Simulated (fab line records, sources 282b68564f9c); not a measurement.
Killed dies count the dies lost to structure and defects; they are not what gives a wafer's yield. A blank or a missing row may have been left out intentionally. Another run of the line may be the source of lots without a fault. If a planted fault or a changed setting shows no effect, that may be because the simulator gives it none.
Problem report, 8D (eight disciplines) form, completed by code + flow rit-cmos + the parts of the form that need people (team, actions taken, sign-off) are left out

== 1. WHAT IS WRONG ==
Mean of run-length-s at RIT_GATE_ETCH_19: 216.9 s across 2 wafers in 2 lots; on wafers with no fault it is 193.2 s (standard deviation 0.6). Measured from the usual mean, that is +40 standard deviations.
The step: etches poly-Si in SF6/CHF3/O2, stops on SiO2, time 165 s, target depth 312.5 nm.
The first sign was on wafer L286.4 at day 5 21:13, on rie-si-01. At this step, 18 wafers from 6 lots have a number in the record. By rule, "out" or "out of limits" means more than 4 standard deviations away from the usual mean. The other wafers with a number count as sound.

== 2. WHAT IT IS; WHAT IT IS NOT ==
| question                    | is                           | is not                                                                         |
|-----------------------------|------------------------------|--------------------------------------------------------------------------------|
| which readings at this step | run-length-s, oes-product-au | drypump-motor-current-A, throttle-valve-pct                                    |
| which lots                  | L286, L288                   | L272, L282, L291, L293                                                         |
| which wafers of those lots  | L286.4, L288.1               | L286.2, L286.6, L288.2, L288.6                                                 |
| read on which tools         | rie-si-01                    | rie-si-02                                                                      |
| when                        | from day 5 21:13             | up to then (8 sound wafers); but 8 sound wafers of L288, L291, L293 came after |

== 3. WHAT RULES OUT EACH SUSPECT ==
Counting: any tool at a process step up to the reading remains a suspect provided it ran every lot that is out. Sound lots after the first of them don't rule it out here, since some wafers of a struck lot are sound.
- rie-si-01 at RIT_GATE_ETCH_19 (etches poly-Si in SF6/CHF3/O2, stops on SiO2, time 165 s, target depth 312.5 nm): kept. It ran every lot that is out, first L286 (day 5 21:13); its last sound lot up to then is L282 (day 5 02:16). Its own oes-product-au, run-length-s readings are out on those wafers.
- Within rie-si-01 at RIT_GATE_ETCH_19: the wafers that are out ran in chamber 1; their sound lot-mates ran in chambers 0, 3.
The count leaves rie-si-01 at RIT_GATE_ETCH_19.

== 4. THE CAUSE (what the simulator had put in) ==
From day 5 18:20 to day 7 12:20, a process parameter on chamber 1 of rie-si-01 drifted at RIT_GATE_ETCH_19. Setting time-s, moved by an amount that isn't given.
Only this tool survived the counting.

== 5. SEQUENCE OF EFFECTS, ordered by route ==
Each row: a reading where the mean over the struck wafers with a number is more than 3 standard deviations away from the usual. Readings are gone through only where the record gives a usual standard deviation; hours: the median, over the lots, of the time from a lot's start at the first step in this table giving one to that lot's start at this step; sigmas: the change measured in usual standard deviations.
| hours | step             | reading        | usual      | on struck wafers | change | sigmas |
|-------|------------------|----------------|------------|------------------|--------|--------|
| 0     | RIT_GATE_ETCH_19 | oes-product-au | 0.848 a.u. | 0.782            | -0.066 | -4.4   |
| 0     | RIT_GATE_ETCH_19 | run-length-s   | 193.2 s    | 216.9            | +23.8  | +40    |
Its process steps:
- RIT_GATE_ETCH_19: etches poly-Si in SF6/CHF3/O2, stops on SiO2, time 165 s, target depth 312.5 nm.

== 6. HOW IT WOULD HAVE BEEN CAUGHT EARLIER ==
In this record the first reading out of limits was taken at day 5 21:13, 3 hours after the fault began at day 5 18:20.
